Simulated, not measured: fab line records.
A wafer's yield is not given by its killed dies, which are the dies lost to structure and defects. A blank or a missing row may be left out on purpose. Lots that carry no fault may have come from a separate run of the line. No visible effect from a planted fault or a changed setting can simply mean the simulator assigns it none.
Which of the tools did it? / flow berkeley cmos170 / 14 lots, 42 wafers sampled, at 5 steps of a route of 331

WHAT THE GAUGES SHOWED, per wafer
UCB170_PWELL_THK_MEAS_06.
lot=L722; measured=day 3 03:21; on=film metro-04; PWELL_NITRIDE_THK (nm)=221.4 224.5 224.1
lot=L723; measured=day 3 05:26; on=film metro-02; PWELL_NITRIDE_THK (nm)=216.7 219.1 217.0
lot=L724; measured=day 3 09:39; on=film metro-02; PWELL_NITRIDE_THK (nm)=219.2 218.1 218.1
lot=L725; measured=day 3 17:48; on=film metro-02; PWELL_NITRIDE_THK (nm)=219.7 219.0 219.0
lot=L728; measured=day 4 16:03; on=film metro-01; PWELL_NITRIDE_THK (nm)=222.7 221.4 221.3
lot=L729; measured=day 4 16:04; on=film metro-04; PWELL_NITRIDE_THK (nm)=218.4 218.2 218.1
lot=L731; measured=day 4 20:19; on=film metro-02; PWELL_NITRIDE_THK (nm)=222.2 219.0 221.1
lot=L733; measured=day 5 04:19; on=film metro-01; PWELL_NITRIDE_THK (nm)=223.3 221.0 220.7
lot=L734; measured=day 5 12:24; on=film metro-01; PWELL_NITRIDE_THK (nm)=219.0
lot=L736; measured=day 5 20:03; on=film metro-02; PWELL_NITRIDE_THK (nm)=221.3 219.3 219.3
lot=L741; measured=day 6 23:23; on=film metro-04; PWELL_NITRIDE_THK (nm)=223.1 224.8 222.3
lot=L743; measured=day 7 16:18; on=film metro-04; PWELL_NITRIDE_THK (nm)=222.6 222.2 221.8
lot=L744; measured=day 7 22:20; on=film metro-01; PWELL_NITRIDE_THK (nm)=218.3 218.2 218.1

UCB170_SPACER_THK_MEAS_01.
lot=L722; measured=day 6 06:37; on=film metro-04; SPACER_TEOS_THK (nm)=378 380 384
lot=L723; measured=day 6 05:53; on=film metro-04; SPACER_TEOS_THK (nm)=370 377 383
lot=L724; measured=day 6 17:04; on=film metro-03; SPACER_TEOS_THK (nm)=377 380 382
lot=L725; measured=day 6 16:45; on=film metro-04; SPACER_TEOS_THK (nm)=377 384 385
lot=L728; measured=day 7 19:13; on=film metro-04; SPACER_TEOS_THK (nm)=376 378 383
lot=L729; measured=day 7 19:39; on=film metro-04; SPACER_TEOS_THK (nm)=375 383 385
lot=L731; measured=day 8 05:52; on=film metro-03; SPACER_TEOS_THK (nm)=376 380 379
lot=L733; measured=day 8 05:27; on=film metro-04; SPACER_TEOS_THK (nm)=379 388 384
lot=L734; measured=day 8 19:49; on=film metro-04; SPACER_TEOS_THK (nm)=372
lot=L736; measured=day 9 02:17; on=film metro-04; SPACER_TEOS_THK (nm)=375 379 382
lot=L741; measured=day 10 04:23; on=film metro-04; SPACER_TEOS_THK (nm)=377 371 378
lot=L743; measured=day 11 10:10; on=film metro-04; SPACER_TEOS_THK (nm)=372 373 378
lot=L744; measured=day 11 10:28; on=film metro-01; SPACER_TEOS_THK (nm)=376 377 380

EACH LOT AND THE TOOL THAT RAN IT (in order: tool; ch and the chambers of the sampled wafers; start)
lot=L722; UCB170_ZERO_ETCH_06=rie diel-02 ch 1,2,3, day 1 22:59; UCB170_ZERO_STRIP_07=plasma asher-01 ch 0,1, day 1 23:03; UCB170_ACTIVE_ETCH_15=rie diel-01 ch 1,2,3, day 4 07:47
lot=L723; UCB170_ZERO_ETCH_06=rie diel-04 ch 1,2,3, day 2 03:17; UCB170_ZERO_STRIP_07=plasma asher-01 ch 1, day 2 03:19; UCB170_ACTIVE_ETCH_15=rie diel-02 ch 0,2,3, day 4 08:20
lot=L724; UCB170_ZERO_ETCH_06=rie diel-04 ch 1,2,3, day 2 10:12; UCB170_ZERO_STRIP_07=plasma asher-02 ch 0,1, day 2 10:13; UCB170_ACTIVE_ETCH_15=rie diel-02 ch 0,1,2, day 4 12:13
lot=L725; UCB170_ZERO_ETCH_06=rie diel-04 ch 1,2,3, day 2 14:08; UCB170_ZERO_STRIP_07=plasma asher-03 ch 0,1, day 2 14:10; UCB170_ACTIVE_ETCH_15=rie diel-02 ch 0,3, day 4 14:56
lot=L728; UCB170_ZERO_ETCH_06=rie diel-02 ch 0,1,2, day 3 05:41; UCB170_ZERO_STRIP_07=plasma asher-03 ch 0,1, day 3 05:42; UCB170_ACTIVE_ETCH_15=rie diel-03 ch 1,3, day 5 18:39
lot=L729; UCB170_ZERO_ETCH_06=rie diel-02 ch 0,2, day 3 09:32; UCB170_ZERO_STRIP_07=plasma asher-02 ch 0, day 3 09:33; UCB170_ACTIVE_ETCH_15=rie diel-02 ch 1,2,3, day 5 18:34
lot=L731; UCB170_ZERO_ETCH_06=rie diel-02 ch 1,2,3, day 3 19:45; UCB170_ZERO_STRIP_07=plasma asher-01 ch 0,1, day 3 19:47; UCB170_ACTIVE_ETCH_15=rie diel-03 ch 0,1,3, day 6 00:12
lot=L733; UCB170_ZERO_ETCH_06=rie diel-03 ch 1,2,3, day 4 05:32; UCB170_ZERO_STRIP_07=plasma asher-01 ch 0,1, day 4 05:35; UCB170_ACTIVE_ETCH_15=rie diel-03 ch 1,2, day 6 03:39
lot=L734; UCB170_ZERO_ETCH_06=rie diel-04 ch 1,2,3, day 4 08:17; UCB170_ZERO_STRIP_07=plasma asher-01 ch 0,1, day 4 08:19; UCB170_ACTIVE_ETCH_15=rie diel-03 ch 0, day 6 16:05
lot=L735; UCB170_ZERO_ETCH_06=rie diel-04 ch 0,2, day 4 16:50; UCB170_ZERO_STRIP_07=plasma asher-03 ch 1, day 4 16:52; UCB170_ACTIVE_ETCH_15=-
lot=L736; UCB170_ZERO_ETCH_06=rie diel-03 ch 0,2, day 4 23:05; UCB170_ZERO_STRIP_07=plasma asher-03 ch 0,1, day 4 23:07; UCB170_ACTIVE_ETCH_15=rie diel-03 ch 2,3, day 7 04:01
lot=L741; UCB170_ZERO_ETCH_06=rie diel-02 ch 0,1, day 5 22:14; UCB170_ZERO_STRIP_07=plasma asher-01 ch 0,1, day 5 22:15; UCB170_ACTIVE_ETCH_15=rie diel-01 ch 0,2, day 8 05:46
lot=L743; UCB170_ZERO_ETCH_06=rie diel-03 ch 1,2, day 6 12:58; UCB170_ZERO_STRIP_07=plasma asher-02 ch 1, day 6 12:59; UCB170_ACTIVE_ETCH_15=rie diel-01 ch 1,2,3, day 9 01:51
lot=L744; UCB170_ZERO_ETCH_06=rie diel-02 ch 0,1, day 6 16:29; UCB170_ZERO_STRIP_07=plasma asher-02 ch 0,1, day 6 16:32; UCB170_ACTIVE_ETCH_15=rie diel-01 ch 0,1,3, day 9 04:23
- UCB170_ZERO_ETCH_06: etches SiO2 in CHF3/CF4/Ar, time 12 s.
- UCB170_ZERO_STRIP_07: strips in O2.
- UCB170_ACTIVE_ETCH_15: etches Si3N4 in CH3F/Ar/O2, stops on SiO2, target depth 242 nm, time 151 s.

WHAT THE TOOLS THEMSELVES READ (means of the sampled wafers that have a number; where no wafer has one, the mark that the record gives instead)
UCB170_ZERO_ETCH_06.
lot=L722; tool=rie diel-02; drypump motor current A (A)=5.7; oes product au (a.u.)=0.616; throttle valve pct (%)=9.37
lot=L723; tool=rie diel-04; drypump motor current A (A)=5.4; oes product au (a.u.)=0.622; throttle valve pct (%)=9.22
lot=L724; tool=rie diel-04; drypump motor current A (A)=5.4; oes product au (a.u.)=0.621; throttle valve pct (%)=9.22
lot=L725; tool=rie diel-04; drypump motor current A (A)=5.4; oes product au (a.u.)=0.620; throttle valve pct (%)=9.22
lot=L728; tool=rie diel-02; drypump motor current A (A)=5.5; oes product au (a.u.)=0.622; throttle valve pct (%)=9.31
lot=L729; tool=rie diel-02; drypump motor current A (A)=5.6; oes product au (a.u.)=0.625; throttle valve pct (%)=9.28
lot=L731; tool=rie diel-02; drypump motor current A (A)=5.7; oes product au (a.u.)=0.623; throttle valve pct (%)=9.38
lot=L733; tool=rie diel-03; drypump motor current A (A)=5.7; oes product au (a.u.)=0.611; throttle valve pct (%)=9.26
lot=L734; tool=rie diel-04; drypump motor current A (A)=5.4; oes product au (a.u.)=1.019; throttle valve pct (%)=9.24
lot=L735; tool=rie diel-04; drypump motor current A (A)=5.6; oes product au (a.u.)=1.019; throttle valve pct (%)=9.17
lot=L736; tool=rie diel-03; drypump motor current A (A)=5.8; oes product au (a.u.)=0.616; throttle valve pct (%)=9.08
lot=L741; tool=rie diel-02; drypump motor current A (A)=5.7; oes product au (a.u.)=0.623; throttle valve pct (%)=9.33
lot=L743; tool=rie diel-03; drypump motor current A (A)=5.6; oes product au (a.u.)=0.610; throttle valve pct (%)=9.21
lot=L744; tool=rie diel-02; drypump motor current A (A)=5.7; oes product au (a.u.)=0.627; throttle valve pct (%)=9.32

UCB170_ZERO_STRIP_07.
lot=L722; tool=plasma asher-01; drypump motor current A (A)=5.7; oes product au (a.u.)=0.726; strip time to endpoint s (s)=21.38
lot=L723; tool=plasma asher-01; drypump motor current A (A)=5.6; oes product au (a.u.)=0.726; strip time to endpoint s (s)=21.53
lot=L724; tool=plasma asher-02; drypump motor current A (A)=5.0; oes product au (a.u.)=0.725; strip time to endpoint s (s)=21.42
lot=L725; tool=plasma asher-03; drypump motor current A (A)=5.7; oes product au (a.u.)=0.725; strip time to endpoint s (s)=21.46
lot=L728; tool=plasma asher-03; drypump motor current A (A)=5.7; oes product au (a.u.)=0.726; strip time to endpoint s (s)=21.54
lot=L729; tool=plasma asher-02; drypump motor current A (A)=5.9; oes product au (a.u.)=0.722; strip time to endpoint s (s)=21.47
lot=L731; tool=plasma asher-01; drypump motor current A (A)=5.7; oes product au (a.u.)=0.727; strip time to endpoint s (s)=21.49
lot=L733; tool=plasma asher-01; drypump motor current A (A)=5.8; oes product au (a.u.)=0.727; strip time to endpoint s (s)=21.47
lot=L734; tool=plasma asher-01; drypump motor current A (A)=5.7; oes product au (a.u.)=0.726; strip time to endpoint s (s)=21.85
lot=L735; tool=plasma asher-03; drypump motor current A (A)=5.6; oes product au (a.u.)=0.724; strip time to endpoint s (s)=21.77
lot=L736; tool=plasma asher-03; drypump motor current A (A)=5.7; oes product au (a.u.)=0.727; strip time to endpoint s (s)=21.43
lot=L741; tool=plasma asher-01; drypump motor current A (A)=5.7; oes product au (a.u.)=0.733; strip time to endpoint s (s)=21.58
lot=L743; tool=plasma asher-02; drypump motor current A (A)=4.6; oes product au (a.u.)=0.726; strip time to endpoint s (s)=21.45
lot=L744; tool=plasma asher-02; drypump motor current A (A)=5.5; oes product au (a.u.)=0.726; strip time to endpoint s (s)=21.43

UCB170_ACTIVE_ETCH_15.
lot=L722; tool=rie diel-01; drypump motor current A (A)=5.8; oes product au (a.u.)=0.947; throttle valve pct (%)=7.88
lot=L723; tool=rie diel-02; drypump motor current A (A)=5.8; oes product au (a.u.)=0.947; throttle valve pct (%)=8.12
lot=L724; tool=rie diel-02; drypump motor current A (A)=5.5; oes product au (a.u.)=0.949; throttle valve pct (%)=8.11
lot=L725; tool=rie diel-02; drypump motor current A (A)=6.2; oes product au (a.u.)=0.945; throttle valve pct (%)=8.13
lot=L728; tool=rie diel-03; drypump motor current A (A)=5.9; oes product au (a.u.)=0.936; throttle valve pct (%)=8.11
lot=L729; tool=rie diel-02; drypump motor current A (A)=5.7; oes product au (a.u.)=0.943; throttle valve pct (%)=8.15
lot=L731; tool=rie diel-03; drypump motor current A (A)=5.6; oes product au (a.u.)=0.948; throttle valve pct (%)=7.97
lot=L733; tool=rie diel-03; drypump motor current A (A)=5.3; oes product au (a.u.)=0.926; throttle valve pct (%)=8.06
lot=L734; tool=rie diel-03; drypump motor current A (A)=5.5; oes product au (a.u.)=0.956; throttle valve pct (%)=7.75
lot=L736; tool=rie diel-03; drypump motor current A (A)=6.2; oes product au (a.u.)=0.954; throttle valve pct (%)=8.07
lot=L741; tool=rie diel-01; drypump motor current A (A)=5.0; oes product au (a.u.)=0.961; throttle valve pct (%)=8.10
lot=L743; tool=rie diel-01; drypump motor current A (A)=5.8; oes product au (a.u.)=0.952; throttle valve pct (%)=7.88
lot=L744; tool=rie diel-01; drypump motor current A (A)=5.6; oes product au (a.u.)=0.948; throttle valve pct (%)=7.92

THE ANSWER, worked out from the rows above alone
Rule: what is usual is taken from the lots themselves. The widest of any qualifying gaps counts: lots, ordered by their means at a reading, are off when they make up no more than a third of the lots, leave a main group of 4 or more, and stand apart from it by 3 or more times the standard deviation of that group's means. A main group is skipped when, at the precision printed for the reading in the tables above, its means are all equal. A lot without any number at a reading at which 4 lots or more have one is off too. The other lots that the step has rows for count as sound. Order of review: gauges by route order, followed by the tools' own readings, for which a lot's mean as printed above is used. At the first step where some lot is off, the reading lying furthest off is the one used; lots without a number count as furthest.
Off at UCB170_ZERO_ETCH_06 (oes product au): L734, L735. For the main group the mean is 0.620 a.u. and the standard deviation 0.0051.
A tool fits if, at that step or a process step before it, it ran every lot that is off, and no sound lot after the first of them. One candidate fits, namely rie diel-04 at UCB170_ZERO_ETCH_06. A fault onset in the window from L725 (day 2 14:08, its last sound lot) to L734 (day 4 08:17, its first lot off) fits.
On the lots that are off, the tool's own readings at UCB170_ZERO_ETCH_06 differ by more than 5 times the standard deviation of the sound lots' means, which bears it out; oes product au reads 1.019 a.u. there versus 0.620 a.u. on the sound lots.

WHAT THE SIMULATOR HAD PUT IN
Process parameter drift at UCB170_ZERO_ETCH_06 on rie diel-04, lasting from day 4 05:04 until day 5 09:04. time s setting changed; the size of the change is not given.
Struck lots among those shown: L734, L735. The rule above found the same.
